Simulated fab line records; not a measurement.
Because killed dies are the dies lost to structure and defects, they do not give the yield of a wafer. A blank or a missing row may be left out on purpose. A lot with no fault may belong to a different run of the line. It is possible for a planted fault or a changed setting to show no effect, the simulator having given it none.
The same fault as seen by 2 desks :: flow berkeley_cmos170 :: each desk holds nothing but its own numbers, with what lay behind them at the end

== AT THE METROLOGY DESK ==
Lot by lot, what the gauges showed, no matter which tool ran the lot: averages of those sampled wafers that carry a number. If a lot's mean is further than 4 standard deviations from the usual mean, the lot is out of limits and carries the mark OUT (the distance appears in the brackets).
Columns: A = PWELL_OXIDE_THK at UCB170_PWELL_THK_MEAS_03, usual 26.3 nm; B = cd_nm at UCB170_PSD_CD_MEAS_06, usual 1200.2 nm; C = V2_POLISHED_THK at UCB170_V2_THK_MEAS_04, usual 1000.2 nm
lot: L240
first seen here: day 2 20:58
A: 26.1
B: 1198.6
C: 999.3

lot: L241
first seen here: day 3 01:24
A: 26.3
B: 1197.6
C: 1000.8

lot: L244
first seen here: day 3 16:44
A: 26.5
B: 1198.3
C: 999.7

lot: L248
first seen here: day 4 13:19
A: 26.6
B: 1201.6
C: 998.0

lot: L247
first seen here: day 4 13:20
A: 26.6
B: 1198.8
C: 998.9

lot: L249
first seen here: day 5 02:55
A: 26.8
B: 1202.0
C: 999.5

lot: L251
first seen here: day 5 08:02
A: 25.9
B: 1200.4
C: 1001.2

lot: L252
first seen here: day 5 08:02
A: 26.8
B: 1198.8
C: 1000.0

lot: L255
first seen here: day 6 02:57
A: 26.3
B: 1198.6
C: 1001.4

lot: L256
first seen here: day 6 07:10
A: 26.1
B: 1200.4
C: 1001.1

lot: L259
first seen here: day 7 01:01
A: 25.7
B: 1178.8 (-14) OUT
C: 999.4

lot: L260
first seen here: day 7 03:12
A: 25.9
B: 1177.3 (-15) OUT
C: 999.3

lot: L261
first seen here: day 7 12:12
A: 25.7
B: 1198.0
C: 1001.0

lot: L262
first seen here: day 7 12:13
A: 25.6
B: 1202.8
C: 1000.7
This desk's finding: out of limits on L259, L260; first on L259, day 10 20:41 (cd_nm at UCB170_PSD_CD_MEAS_06). L240, L241, L244, L248, L247, L249, L251, L252, L255, L256, L261, L262: within limits.

== TOOL OWNER'S DESK, litho_track-04 ==
The tool's own readings at UCB170_PSD_PEB_04, given as means over the sampled wafers that have a number, one for each lot that went through this tool. If a lot's mean is further than 4 standard deviations from the usual mean, the lot is out of limits and carries the mark OUT (the distance appears in the brackets).
Columns: A = heater_power_total_W at UCB170_PSD_PEB_04, usual 56.80 W; B = plate_temp_C at UCB170_PSD_PEB_04, usual 130.01 C
lot: L244
first seen here: day 7 19:23
A: 56.79
B: 130.10

lot: L252
first seen here: day 8 22:39
A: 56.83
B: 130.09

lot: L255
first seen here: day 9 23:46
A: 56.78
B: 129.83

lot: L259
first seen here: day 10 20:25
A: 55.19 (-38) OUT
B: 127.26 (-20) OUT

lot: L260
first seen here: day 10 20:43
A: 55.19 (-38) OUT
B: 127.24 (-20) OUT
This desk's finding: out of limits on L259, L260; first on L259, day 10 20:25 (heater_power_total_W at UCB170_PSD_PEB_04). L244, L252, L255: within limits.

== PUT TOGETHER ==
On L259, L260, at day 10 20:25, an alarm was possible from the tool owner's desk.
At day 10 20:41 the metrology desk could have sounded an alarm, on L259, L260.
Of the lots named, all ran UCB170_PSD_PEB_04 on litho_track-04.

== WHAT THE SIMULATOR PUT IN ==
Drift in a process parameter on litho_track-04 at UCB170_PSD_PEB_04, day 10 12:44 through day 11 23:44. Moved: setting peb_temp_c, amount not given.
Lots struck among those shown: L259, L260.
Counting hours from when the fault started, the first reading out of limits came at 8 for the tool owner's desk and at 8 for the metrology desk.
